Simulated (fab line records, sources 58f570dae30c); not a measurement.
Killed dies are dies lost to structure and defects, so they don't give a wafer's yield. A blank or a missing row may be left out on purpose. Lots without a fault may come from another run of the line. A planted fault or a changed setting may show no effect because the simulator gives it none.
Which tool did it? | flow berkeley_cmos170 | 14 lots, 42 wafers sampled, at 6 steps of a route of 331

WHAT THE GAUGES READ, wafer by wafer
UCB170_NLDD_TW_MEAS_11. Usual: NLDD_TW 2228, standard deviation 15.
lot  | measured     | on            | NLDD_TW        | flag
L841 | day 6 17:05  | film_metro-03 | 2212 2219 2211 |
L843 | day 6 18:43  | film_metro-02 | 2239 2239 2229 |
L844 | day 6 21:25  | film_metro-02 | 2227 2228 2224 |
L845 | day 7 07:09  | film_metro-03 | 2199 2195 2203 |
L847 | day 7 11:03  | film_metro-04 | 2244 2245 2235 |
L848 | day 7 10:30  | film_metro-03 | 2211 2201 2198 |
L850 | day 8 07:01  | film_metro-04 | 2229 2229 2247 |
L849 | day 8 07:17  | film_metro-03 | 2224 2228 2215 |
L851 | day 8 11:50  | film_metro-04 | 2237 2225 2244 |
L854 | day 9 00:25  | film_metro-02 | 2241 2256 2244 |
L855 | day 9 09:13  | film_metro-03 | 2205 2198 2207 |
L858 | day 10 02:47 | film_metro-02 | 2131 2126 2136 | OFF
L861 | day 10 04:58 | film_metro-04 | 2137 2139 2146 | OFF
L862 | day 10 09:10 | film_metro-03 | 2228 2222 2215 |

UCB170_SPACER_THK_MEAS_01. Usual: SPACER_TEOS_THK 375 nm, standard deviation 5.8.
lot  | measured     | on            | SPACER_TEOS_THK (nm) | flag
L841 | day 6 17:22  | film_metro-01 | 381 383 391          |
L843 | day 6 19:00  | film_metro-04 | 377 389 377          |
L844 | day 6 21:42  | film_metro-03 | 368 371 375          |
L845 | day 7 07:51  | film_metro-01 | 370 386 376          |
L847 | day 7 11:20  | film_metro-01 | 366 373 375          |
L848 | day 7 10:47  | film_metro-03 | 377 373 378          |
L850 | day 8 07:18  | film_metro-04 | 383 373 386          |
L849 | day 8 07:35  | film_metro-04 | 379 377 379          |
L851 | day 8 12:08  | film_metro-04 | 376 382 374          |
L854 | day 9 00:49  | film_metro-01 | 374 371 373          |
L855 | day 9 09:36  | film_metro-04 | 371 376 383          |
L858 | day 10 03:05 | film_metro-03 | 368 380 375          |
L861 | day 10 05:14 | film_metro-01 | 366 373 384          |
L862 | day 10 09:26 | film_metro-03 | 375 379 375          |

UCB170_PSD_TW_MEAS_10. Usual: PSD_TW 2343, standard deviation 14.
lot  | measured     | on            | PSD_TW         | flag
L841 | day 6 22:49  | film_metro-04 | 2347 2351 2355 |
L843 | day 6 22:55  | film_metro-02 | 2345 2349 2348 |
L844 | day 7 03:16  | film_metro-02 | 2331 2338 2326 |
L845 | day 7 11:19  | film_metro-04 | 2356 2360 2347 |
L847 | day 7 19:30  | film_metro-03 | 2312 2312 2318 |
L848 | day 7 19:47  | film_metro-03 | 2313 2307 2330 |
L850 | day 8 13:57  | film_metro-03 | 2328 2334 2329 |
L849 | day 8 14:04  | film_metro-04 | 2349 2350 2343 |
L851 | day 8 18:46  | film_metro-04 | 2335 2342 2338 |
L854 | day 9 06:18  | film_metro-04 | 2357 2357 2357 |
L855 | day 9 15:08  | film_metro-02 | 2367 2363 2361 |
L858 | day 10 07:37 | film_metro-04 | 2359 2357 2355 |
L861 | day 10 11:16 | film_metro-03 | 2342 2336 2335 |
L862 | day 10 15:47 | film_metro-04 | 2358 2346 2341 |

UCB170_SDANNEAL_RS_MEAS_05: measures by four-point-probe. Usual: NLDD_RS 615.4 ohm/sq, standard deviation 1.4.
lot  | measured     | on            | NLDD_RS (ohm/sq)  | flag
L841 | day 7 02:00  | film_metro-04 | 616.6 616.4 617.0 |
L843 | day 7 02:09  | film_metro-02 | 616.6 615.6 617.2 |
L844 | day 7 06:37  | film_metro-03 | 615.5 614.0 614.5 |
L845 | day 7 14:50  | film_metro-04 | 616.5 615.0 617.0 |
L847 | day 7 23:41  | film_metro-02 | 613.7 613.8 615.8 |
L848 | day 8 00:11  | film_metro-04 | 617.5 617.2 616.5 |
L850 | day 8 17:56  | film_metro-02 | 615.7 616.3 615.3 |
L849 | day 8 18:46  | film_metro-03 | 616.7 613.7 615.9 |
L851 | day 8 23:32  | film_metro-02 | 615.3 615.1 614.0 |
L854 | day 9 11:40  | film_metro-02 | 616.7 616.8 616.1 |
L855 | day 9 18:50  | film_metro-04 | 615.5 615.6 614.3 |
L858 | day 10 10:41 | film_metro-03 | 693.8 694.0 693.0 | OFF
L861 | day 10 16:59 | film_metro-04 | 697.4 696.9 697.9 | OFF
L862 | day 10 19:22 | film_metro-03 | 613.4 615.1 615.3 |

WHICH TOOL RAN EACH LOT (tool, then ch and the chambers of the sampled wafers, then the start)
lot  | UCB170_NVT_STRIP_08                 | UCB170_NLDD_IMPLANT_08
L841 | plasma_asher-03 ch 0,1, day 5 18:00 | implanter-04 ch 0, day 6 16:43
L843 | plasma_asher-04 ch 0,1, day 6 01:22 | implanter-04 ch 0, day 6 18:19
L844 | plasma_asher-03 ch 0, day 6 03:43   | implanter-04 ch 0, day 6 21:01
L845 | plasma_asher-02 ch 0,1, day 6 10:32 | implanter-03 ch 0, day 7 06:45
L847 | plasma_asher-03 ch 0,1, day 6 17:30 | implanter-02 ch 0, day 7 10:40
L848 | plasma_asher-02 ch 0,1, day 6 17:42 | implanter-04 ch 0, day 7 10:07
L850 | plasma_asher-02 ch 0,1, day 7 13:11 | implanter-03 ch 0, day 8 06:37
L849 | plasma_asher-04 ch 0, day 7 13:14   | implanter-04 ch 0, day 8 06:53
L851 | plasma_asher-04 ch 0,1, day 7 18:53 | implanter-02 ch 0, day 8 11:26
L854 | plasma_asher-02 ch 0,1, day 8 04:29 | implanter-03 ch 0, day 9 00:04
L855 | plasma_asher-02 ch 0,1, day 8 16:05 | implanter-04 ch 0, day 9 08:49
L858 | plasma_asher-04 ch 0,1, day 9 06:03 | implanter-04 ch 0, day 10 02:23
L861 | plasma_asher-04 ch 0,1, day 9 07:44 | implanter-04 ch 0, day 10 04:34
L862 | plasma_asher-03 ch 0,1, day 9 16:07 | implanter-03 ch 0, day 10 08:47
- UCB170_NVT_STRIP_08: strips in O2.
- UCB170_NLDD_IMPLANT_08

WHAT THE TOOLS THEMSELVES READ (means of the sampled wafers that have a number; where no wafer has one, the mark that the record gives instead)
UCB170_NVT_STRIP_08. Usual: drypump_motor_current_A 5.78 A, standard deviation 0.23; oes_product_au 0.735 a.u., standard deviation 0.0047; strip_time_to_endpoint_s 21.66 s, standard deviation 0.069.
lot  | tool            | drypump_motor_current_A (A) | oes_product_au (a.u.) | strip_time_to_endpoint_s (s) | flag
L841 | plasma_asher-03 | 5.83                        | 0.733                 | 21.58                        |
L843 | plasma_asher-04 | 5.95                        | 0.734                 | 21.61                        |
L844 | plasma_asher-03 | 5.93                        | 0.734                 | 21.64                        |
L845 | plasma_asher-02 | 5.53                        | 0.734                 | 21.65                        |
L847 | plasma_asher-03 | 5.74                        | 0.737                 | 21.74                        |
L848 | plasma_asher-02 | 5.66                        | 0.738                 | 21.62                        |
L850 | plasma_asher-02 | 5.66                        | 0.735                 | 21.64                        |
L849 | plasma_asher-04 | 5.87                        | 0.733                 | 21.66                        |
L851 | plasma_asher-04 | 5.96                        | 0.740                 | 21.68                        |
L854 | plasma_asher-02 | 5.68                        | 0.735                 | 21.66                        |
L855 | plasma_asher-02 | 5.55                        | 0.733                 | 21.59                        |
L858 | plasma_asher-04 | 5.96                        | 0.736                 | 21.62                        |
L861 | plasma_asher-04 | 6.05                        | 0.735                 | 21.68                        |
L862 | plasma_asher-03 | 5.73                        | 0.734                 | 21.55                        |

UCB170_NLDD_IMPLANT_08. Usual: dose_ions_cm2 5e+13, standard deviation 4.9e+10; faraday_current_uA 159, standard deviation 3.
lot  | tool         | dose_ions_cm2 | faraday_current_uA | flag
L841 | implanter-04 | 5e+13         | 159                |
L843 | implanter-04 | 5e+13         | 161                |
L844 | implanter-04 | 5e+13         | 160                |
L845 | implanter-03 | 5e+13         | 160                |
L847 | implanter-02 | 5e+13         | 160                |
L848 | implanter-04 | 5e+13         | 161                |
L850 | implanter-03 | 5e+13         | 156                |
L849 | implanter-04 | 5e+13         | 160                |
L851 | implanter-02 | 5e+13         | 159                |
L854 | implanter-03 | 5e+13         | 160                |
L855 | implanter-04 | 5e+13         | 159                |
L858 | implanter-04 | 3e+13         | 107                | OFF
L861 | implanter-04 | 3e+13         | 107                | OFF
L862 | implanter-03 | 5e+13         | 157                |

THE ANSWER, worked out from the rows above alone
Rule: a lot is off if the mean of its wafers that have a number lies more than 3 standard deviations from the usual mean. A lot without any number at a reading at which 4 lots or more have one is off too. The other lots that the step has rows for count as sound. The gauges are gone through in route order, then the tools' own readings, and for those a lot's mean is taken as printed above. The first step at which some lot is off is used, and at that step the reading that is off furthest; a lot without a number counts as furthest.
Off: L858, L861, at UCB170_NLDD_TW_MEAS_11 (NLDD_TW).
A tool fits if, at a process step before that reading, it ran every lot that is off, and no sound lot after the first of them. The gauges at UCB170_NLDD_TW_MEAS_11 aren't tried: what is off there is off at UCB170_NLDD_IMPLANT_08 too, on other tools, and a gauge's error can't cause that. Can't be told from this: 2 tools fit, plasma_asher-04 at UCB170_NVT_STRIP_08, implanter-04 at UCB170_NLDD_IMPLANT_08.

WHAT THE SIMULATOR HAD PUT IN
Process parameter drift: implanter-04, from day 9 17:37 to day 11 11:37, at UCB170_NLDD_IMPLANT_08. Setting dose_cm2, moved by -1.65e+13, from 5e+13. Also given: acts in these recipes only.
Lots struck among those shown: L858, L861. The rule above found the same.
